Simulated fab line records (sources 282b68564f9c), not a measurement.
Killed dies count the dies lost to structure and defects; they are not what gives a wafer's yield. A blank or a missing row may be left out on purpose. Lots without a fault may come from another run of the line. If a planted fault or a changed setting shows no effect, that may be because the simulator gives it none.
Split-lot trial :: flow rit cmos :: route with 202 steps; 5 lots, 23 wafers read

== SPLIT DETAILS ==
At RIT_ACTIVE_CVD_03 (deposits Si3N4 from SiH2Cl2/NH3, target thk 150 nm, time 1500 s), the setting nh3 flow sccm was moved away from the recipe's 150 sccm on 10 of the 23 wafers read, by -14.7% to -4.2%. All remaining wafers had this setting at the recipe value.

== FROM THE SPLIT TO THE READING: what the file shows between them, 3 steps ==
- RIT_ACTIVE_CLEAN_15: cleans in SC1, time 600 s (also split here: time s)
- RIT_ACTIVE_CLEAN_16: cleans in dHF, time 30 s
- RIT_ACTIVE_CLEAN_17: cleans in SC2, time 600 s

== THE READING ==
Si3N4_of_ACTIVE_CVD_03.thk nm (the simulator's own value, which no gauge read), in nm, at RIT_FOX1_OXIDATION_00 (target thk 350.7 nm, ox time 1130 s). The file gives no usual value for it. Across the 13 wafers here that went through the recipe, the average is 143.1 nm and the standard deviation 2.3 nm.

wafer: L076.2
tool, chamber at the split: -, -
nh3 flow sccm as run, sccm: 143.7
against the recipe: -4.2%
Si3N4_of_ACTIVE_CVD_03.thk nm, nm: 136.8
against lot-mates on the recipe: no lot-mate on the recipe

wafer: L076.3
tool, chamber at the split: -, -
nh3 flow sccm as run, sccm: 143.7
against the recipe: -4.2%
Si3N4_of_ACTIVE_CVD_03.thk nm, nm: 137.4
against lot-mates on the recipe: no lot-mate on the recipe

wafer: L076.6
tool, chamber at the split: -, -
nh3 flow sccm as run, sccm: 143.7
against the recipe: -4.2%
Si3N4_of_ACTIVE_CVD_03.thk nm, nm: 137.4
against lot-mates on the recipe: no lot-mate on the recipe

wafer: L076.4
tool, chamber at the split: -, -
nh3 flow sccm as run, sccm: 143.7
against the recipe: -4.2%
Si3N4_of_ACTIVE_CVD_03.thk nm, nm: 136.9
against lot-mates on the recipe: no lot-mate on the recipe

wafer: L076.5
tool, chamber at the split: -, -
nh3 flow sccm as run, sccm: 143.7
against the recipe: -4.2%
Si3N4_of_ACTIVE_CVD_03.thk nm, nm: 136.6
against lot-mates on the recipe: no lot-mate on the recipe

wafer: L078.1
tool, chamber at the split: -, -
nh3 flow sccm as run, sccm: 128
against the recipe: -14.7%
Si3N4_of_ACTIVE_CVD_03.thk nm, nm: 125.9
against lot-mates on the recipe: no lot-mate on the recipe

wafer: L078.3
tool, chamber at the split: -, -
nh3 flow sccm as run, sccm: 128
against the recipe: -14.7%
Si3N4_of_ACTIVE_CVD_03.thk nm, nm: 125.9
against lot-mates on the recipe: no lot-mate on the recipe

wafer: L078.2
tool, chamber at the split: -, -
nh3 flow sccm as run, sccm: 128
against the recipe: -14.7%
Si3N4_of_ACTIVE_CVD_03.thk nm, nm: 125.4
against lot-mates on the recipe: no lot-mate on the recipe

wafer: L078.4
tool, chamber at the split: -, -
nh3 flow sccm as run, sccm: 128
against the recipe: -14.7%
Si3N4_of_ACTIVE_CVD_03.thk nm, nm: 126.3
against lot-mates on the recipe: no lot-mate on the recipe

wafer: L078.5
tool, chamber at the split: -, -
nh3 flow sccm as run, sccm: 128
against the recipe: -14.7%
Si3N4_of_ACTIVE_CVD_03.thk nm, nm: 126
against lot-mates on the recipe: no lot-mate on the recipe

wafer: L080.1
tool, chamber at the split: -, -
nh3 flow sccm as run, sccm: 150
against the recipe: recipe
Si3N4_of_ACTIVE_CVD_03.thk nm, nm: 141.1
against lot-mates on the recipe: -

wafer: L080.3
tool, chamber at the split: -, -
nh3 flow sccm as run, sccm: 150
against the recipe: recipe
Si3N4_of_ACTIVE_CVD_03.thk nm, nm: 141.1
against lot-mates on the recipe: -

wafer: L080.5
tool, chamber at the split: -, -
nh3 flow sccm as run, sccm: 150
against the recipe: recipe
Si3N4_of_ACTIVE_CVD_03.thk nm, nm: 141.1
against lot-mates on the recipe: -

wafer: L080.2
tool, chamber at the split: -, -
nh3 flow sccm as run, sccm: 150
against the recipe: recipe
Si3N4_of_ACTIVE_CVD_03.thk nm, nm: 140.3
against lot-mates on the recipe: -

wafer: L080.6
tool, chamber at the split: -, -
nh3 flow sccm as run, sccm: 150
against the recipe: recipe
Si3N4_of_ACTIVE_CVD_03.thk nm, nm: 140
against lot-mates on the recipe: -

wafer: L082.1
tool, chamber at the split: -, -
nh3 flow sccm as run, sccm: 150
against the recipe: recipe
Si3N4_of_ACTIVE_CVD_03.thk nm, nm: 145.8
against lot-mates on the recipe: -

wafer: L082.4
tool, chamber at the split: -, -
nh3 flow sccm as run, sccm: 150
against the recipe: recipe
Si3N4_of_ACTIVE_CVD_03.thk nm, nm: 145.8
against lot-mates on the recipe: -

wafer: L082.2
tool, chamber at the split: -, -
nh3 flow sccm as run, sccm: 150
against the recipe: recipe
Si3N4_of_ACTIVE_CVD_03.thk nm, nm: 146
against lot-mates on the recipe: -

wafer: L082.5
tool, chamber at the split: -, -
nh3 flow sccm as run, sccm: 150
against the recipe: recipe
Si3N4_of_ACTIVE_CVD_03.thk nm, nm: 145.6
against lot-mates on the recipe: -

wafer: L082.6
tool, chamber at the split: -, -
nh3 flow sccm as run, sccm: 150
against the recipe: recipe
Si3N4_of_ACTIVE_CVD_03.thk nm, nm: 145.9
against lot-mates on the recipe: -

wafer: L083.2
tool, chamber at the split: lpcvd-02, 0
nh3 flow sccm as run, sccm: 150
against the recipe: recipe
Si3N4_of_ACTIVE_CVD_03.thk nm, nm: 142.2
against lot-mates on the recipe: -

wafer: L083.4
tool, chamber at the split: lpcvd-02, 0
nh3 flow sccm as run, sccm: 150
against the recipe: recipe
Si3N4_of_ACTIVE_CVD_03.thk nm, nm: 142.8
against lot-mates on the recipe: -

wafer: L083.6
tool, chamber at the split: lpcvd-02, 0
nh3 flow sccm as run, sccm: 150
against the recipe: recipe
Si3N4_of_ACTIVE_CVD_03.thk nm, nm: 142
against lot-mates on the recipe: -

FIT RESULTS
A straight line over all 23 wafers: Si3N4_of_ACTIVE_CVD_03.thk nm changes by +1.17 nm for each +1% of nh3 flow sccm; r = +0.97; the points scatter about the line by 1.9 nm.
Too few moved wafers have a lot-mate on the recipe to fit a line with each lot's own level taken away.

== FILE'S OWN FIT ==
Si3N4_of_ACTIVE_CVD_03.thk nm changes by +1.17 nm for each +1% of nh3 flow sccm, r = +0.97.
